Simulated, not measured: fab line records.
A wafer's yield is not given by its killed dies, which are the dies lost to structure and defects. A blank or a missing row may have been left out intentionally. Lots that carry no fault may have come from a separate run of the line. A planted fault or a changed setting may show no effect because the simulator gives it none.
A lot that was struck, set against a sound lot -- flow berkeley cmos170 -- 43 out of 331 route steps
Sound: the wafers L617.2, L617.3, L617.6. The struck wafers were L625.1, L625.2, L625.5. At the end, the cause is stated.
Order at every step that has rows: each side's tool, ch and its chambers, its first start. Under that, the readings that differ: sound wafers -- struck wafers -- difference of the means -- sigmas: that difference in standard deviations of wafers without a fault.
alike: readings with means less than 2 such deviations apart, plus words and numbers identical on both sides. not compared: withheld readings, readings lacking a value on some wafer, bounds such as >300 that could conceal the same value, and numbers that have no deviation in the record and whose values overlap.
The two part at a step that has a row with sigmas, a row that says differs or no value, or rows on one side only. When numbers do not overlap yet have no deviation, they are printed without sigmas and do not part them. Lack of a reading on every wafer of one side parts them only where that side has two or more wafers.

UCB170_GATE_THK_MEAS_02:
  sound: film metro-04 at day 6 16:32; struck: film metro-01 at day 9 00:41
  alike: GATE_OXIDE_THK
then, 2 steps without rows for these wafers: UCB170_GATE_ANNEAL_03 (time 1800 s); UCB170_GATE_CVD_04 (deposits poly-Si from SiH4, time 1440 s, target thk 214 nm).
UCB170_GATE_THK_MEAS_05:
  sound: film metro-04 at day 6 23:10; struck: film metro-02 at day 9 08:12
  alike: GATE_POLY_THK
then, 6 steps without rows for these wafers: UCB170_GATE_COAT_06; UCB170_GATE_COAT_07 (resist thk 900 nm); UCB170_GATE_SOFTBAKE_08 (time 60 s); UCB170_GATE_EXPOSE_09 (exposes mask POLY, target cd 350 nm); UCB170_GATE_PEB_10; UCB170_GATE_DEVELOP_11 (develop time 45 s).
UCB170_GATE_CD_MEAS_12 targets a cd of 350 nm.
  sound: cd sem-02 at day 7 00:26; struck: cd sem-01 at day 9 09:46
  alike: cd nm
UCB170_GATE_OVL_MEAS_13:
  sound: overlay-02 at day 7 00:32; struck: overlay-02 at day 9 09:53
  alike: GATE_OVL
UCB170_GATE_ETCH_14: etches BARC in N2/H2.
  sound on rie diel-04 ch 0,2,3, day 7 00:34; struck on rie diel-04 ch 1,3, day 9 09:56
  alike: drypump motor current A, n2 flow sccm, oes product au, throttle valve pct
UCB170_GATE_ETCH_15: etches poly-Si in HBr/Cl2, stops on SiO2, time 56.3 s, target depth 278.2 nm.
  sound on rie si-01 ch 0,1,2, day 7 00:37; struck on rie si-02 ch 0,1,3, day 9 09:58
  alike: drypump motor current A, oes product au, throttle valve pct
  not compared: rf hours counter h
UCB170_GATE_STRIP_16: strips in O2.
  sound on plasma asher-02 ch 0,1, day 7 00:40; struck on plasma asher-01 ch 0,1, day 9 10:01
  alike: drypump motor current A, oes product au
  not compared: rf hours counter h
UCB170_GATE_CD_MEAS_90 targets a cd of 350 nm.
  sound: cd sem-01 at day 7 00:47; struck: cd sem-01 at day 9 10:10
  alike: cd nm
then, 7 steps without rows for these wafers: UCB170_GATE_CLEAN_17 (cleans in SPM, time 600 s); UCB170_PLDD_HMDS_00 (prime time 60 s); UCB170_PLDD_COAT_01 (resist thk 900 nm); UCB170_PLDD_SOFTBAKE_02 (time 60 s); UCB170_PLDD_EXPOSE_03 (exposes mask PSELECT, target cd 1200 nm); UCB170_PLDD_PEB_04; UCB170_PLDD_DEVELOP_05 (develop time 45 s).
UCB170_PLDD_CD_MEAS_06 targets a cd of 1200 nm.
  sound: cd sem-01 at day 7 05:06; struck: cd sem-01 at day 9 14:49
  alike: cd nm
UCB170_PLDD_OVL_MEAS_07:
  sound: overlay-01 at day 7 05:12; struck: overlay-02 at day 9 14:56
  alike: PLDD_OVL
then, 2 steps without rows for these wafers: UCB170_PLDD_IMPLANT_08; UCB170_PLDD_IMPLANT_09.
UCB170_PLDD_STRIP_10: strips in O2.
  sound on plasma asher-02 ch 0,1, day 7 05:32; struck on plasma asher-02 ch 0,1, day 9 15:17
  alike: drypump motor current A, oes product au, strip time to endpoint s
  not compared: rf hours counter h
UCB170_PLDD_TW_MEAS_11:
  sound: film metro-03 at day 7 05:38; struck: film metro-02 at day 9 15:23
reading,sound,struck,difference,sigmas
PLDD_TW,1022 1026 1024,1005 1011 999,-19,-3
then, 7 steps without rows for these wafers: UCB170_PLDD_CLEAN_12 (cleans in SPM, time 600 s); UCB170_NLDD_HMDS_00 (prime time 60 s); UCB170_NLDD_COAT_01 (resist thk 900 nm); UCB170_NLDD_SOFTBAKE_02 (time 60 s); UCB170_NLDD_EXPOSE_03 (exposes mask NSELECT, target cd 1200 nm); UCB170_NLDD_PEB_04; UCB170_NLDD_DEVELOP_05 (develop time 45 s).
UCB170_NLDD_CD_MEAS_06 targets a cd of 1200 nm.
  sound: cd sem-02 at day 7 07:22; struck: cd sem-01 at day 9 17:35
  alike: cd nm
UCB170_NLDD_OVL_MEAS_07:
  sound: overlay-01 at day 7 07:28; struck: overlay-01 at day 9 17:43
  alike: NLDD_OVL
then, 2 steps without rows for these wafers: UCB170_NLDD_IMPLANT_08; UCB170_NLDD_IMPLANT_09.
UCB170_NLDD_STRIP_10: strips in O2.
  sound on plasma asher-01 ch 0,1, day 7 07:48; struck on plasma asher-02 ch 0,1, day 9 18:02
  alike: drypump motor current A, oes product au, strip time to endpoint s
  not compared: rf hours counter h
UCB170_NLDD_TW_MEAS_11:
  sound: film metro-04 at day 7 07:55; struck: film metro-02 at day 9 18:08
reading,sound,struck,difference,sigmas
NLDD_TW,2219 2238 2237,2196 2209 2204,-28,-2
UCB170_M3_PROBE_99:
  the record has rows for the struck wafers here (prober-02, day 11 12:02) and none for the sound ones

== WHERE THEY PART ==
Earliest at UCB170_PLDD_TW_MEAS_11; latest, in this record, at UCB170_M3_PROBE_99.

WHY: whatever the simulator had introduced
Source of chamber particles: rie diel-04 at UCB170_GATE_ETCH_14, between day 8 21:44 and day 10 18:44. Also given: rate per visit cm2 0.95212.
